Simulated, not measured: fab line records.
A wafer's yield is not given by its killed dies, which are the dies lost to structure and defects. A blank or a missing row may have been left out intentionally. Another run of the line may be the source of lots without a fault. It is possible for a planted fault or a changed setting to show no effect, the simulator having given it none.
Struck lot and sound lot, side by side / flow berkeleyCmos170 / 22 out of 331 route steps
Sound: the wafers L357.2, L357.3, L357.4. Struck: wafers L360.2, L360.3, L360.4. The cause comes at the end.
Order at every step that has rows: each side's tool, ch and its chambers, its first start. Under that, the readings that differ: sound wafers / struck wafers / difference of the means / sigmas: that difference in standard deviations of wafers without a fault.
alike: words and numbers the same on both sides, and readings whose means are apart by under 2 such deviations; not compared: readings that were withheld, readings missing a value for some wafer, numbers with overlapping values and no deviation given by the record, and bounds like >300 which may hide the same value.
The two part at a step that has a row with sigmas, a row that says differs or no value, or rows on one side only. When numbers do not overlap yet have no deviation, they are printed without sigmas and do not part them. Lack of a reading on every wafer of one side parts them only where that side has two or more wafers.

UCB170_V2_CD_MEAS_90: target cd 700 nm.
  sound on cdSem-02 at day 10 16:37; struck on cdSem-02 at day 12 10:23
  alike: cdNm
then, 1 step without rows for these wafers: UCB170_M3_PRE_CLEAN_00 (preclean etch time 60 s).
UCB170_M3_SPUTTER_01: material Al, target thk 900 nm, time 120 s.
  sound on pvdSputter-01 at day 10 16:47; struck on pvdSputter-04 at day 12 10:34
  alike: throttleValvePct
UCB170_M3_RS_MEAS_02: a four-point-probe measurement.
  sound on filmMetro-01 at day 10 16:53; struck on filmMetro-02 at day 12 10:40
  alike: M3_AL_RS
UCB170_M3_THK_MEAS_03: measures by xrf.
  sound on filmMetro-01 at day 10 16:59; struck on filmMetro-02 at day 12 10:46
  alike: M3_AL_THK
then, 3 steps without rows for these wafers: UCB170_M3_HMDS_04 (prime time 60 s); UCB170_M3_COAT_05 (resist thk 900 nm); UCB170_M3_SOFTBAKE_06 (time 60 s).
UCB170_M3_STRIP_07: strips in O2.
  sound on plasmaAsher-04 ch 0,1, day 10 17:29; struck on plasmaAsher-02 ch 0,1, day 12 11:41
  alike: drypumpMotorCurrentA, o2FlowSccm, oesProductAu, stripTimeToEndpointS
  not compared: rfHoursCounterH
then, 3 steps without rows for these wafers: UCB170_M3_STRIP_08 (strips KrF in DMSO, time 600 s); UCB170_M3_COAT_09; UCB170_M3_COAT_10 (resist thk 900 nm).
UCB170_M3_SOFTBAKE_11: time 60 s.
  sound on lithoTrack-03 ch 0, day 10 19:00; struck on lithoTrack-03 ch 0, day 12 12:00
reading=heaterPowerTotalW (W); sound=56.81 56.80 56.81; struck=80.21 80.35 80.32; difference=+23.49; sigmas=+99 or more
reading=runLengthS (s); sound=89.29 89.71 89.50; struck=44.84 44.93 44.92; difference=-44.60; sigmas=-99 or more
then, 2 steps without rows for these wafers: UCB170_M3_EXPOSE_12 (exposes mask METAL3, target cd 700 nm); UCB170_M3_PEB_13.
UCB170_M3_DEVELOP_14: develop time 45 s.
  sound on lithoTrack-02 ch 0; struck on lithoTrack-01 ch 0
reading=model.KrF_of_M3_COAT_10.thkNm (nm); sound=878.7 879.5 882.4; struck=903.3 901.5 902.5; difference=+22.2; sigmas=
UCB170_M3_CD_MEAS_15: target cd 700 nm.
  sound on cdSem-01 at day 10 19:50; struck on cdSem-02 at day 12 13:17
reading=cdNm (nm); sound=700.6 700.9 701.7; struck=723.0 723.1 723.9; difference=+22.3; sigmas=+15
UCB170_M3_OVL_MEAS_16:
  sound on overlay-02 at day 10 19:56; struck on overlay-02 at day 12 13:23
  alike: M3_OVL
UCB170_M3_ETCH_17: etches BARC in N2/H2.
  sound on rieDiel-01 ch 0,1,2, day 10 19:58; struck on rieDiel-04 ch 0,1,3, day 12 13:25
reading=model.M3.cdNm (nm); sound=700.2 701.7 702.4; struck=722.2 724.5 725.9; difference=+22.8; sigmas=
  alike: drypumpMotorCurrentA, oesProductAu, throttleValvePct
UCB170_M3_METAL_ETCH_18: etches Al in Cl2/BCl3, stops on SiO2, target depth 1170 nm, time 195 s.
  sound on rieMetal-03 ch 0,1, day 10 20:01; struck on rieMetal-01 ch 0,1, day 12 13:28
reading=bcl3FlowSccm (sccm); sound=45.12 44.90 44.92; struck=45.09 45.18 45.47; difference=+0.27; sigmas=+2
reading=drypumpMotorCurrentA (A); sound=6.02 6.02 6.14; struck=5.48 5.50 5.48; difference=-0.57; sigmas=-2
reading=model.M3.cdNm (nm); sound=695.8 699.1 691.9; struck=726.1 728.6 723.9; difference=+30.6; sigmas=
  alike: mfcCl2Sccm, oesProductAu, throttleValvePct
  not compared: rfHoursCounterH
UCB170_M3_STRIP_19: strips in O2.
  sound on plasmaAsher-03 ch 0,1, day 10 20:12; struck on plasmaAsher-02 ch 0,1, day 12 13:39
  alike: drypumpMotorCurrentA, o2FlowSccm, oesProductAu
  not compared: rfHoursCounterH
after that, 1 step had no rows for these wafers: UCB170_M3_PROBE_99.

== WHERE THEY PART ==
Earliest at UCB170_M3_SOFTBAKE_11; latest, in this record, at UCB170_M3_METAL_ETCH_18. Later steps at which nothing parts them and some readings are alike: UCB170_M3_STRIP_19.

WHY: what had been put in by the simulator
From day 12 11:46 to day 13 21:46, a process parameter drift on lithoTrack-03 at UCB170_M3_SOFTBAKE_11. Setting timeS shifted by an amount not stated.
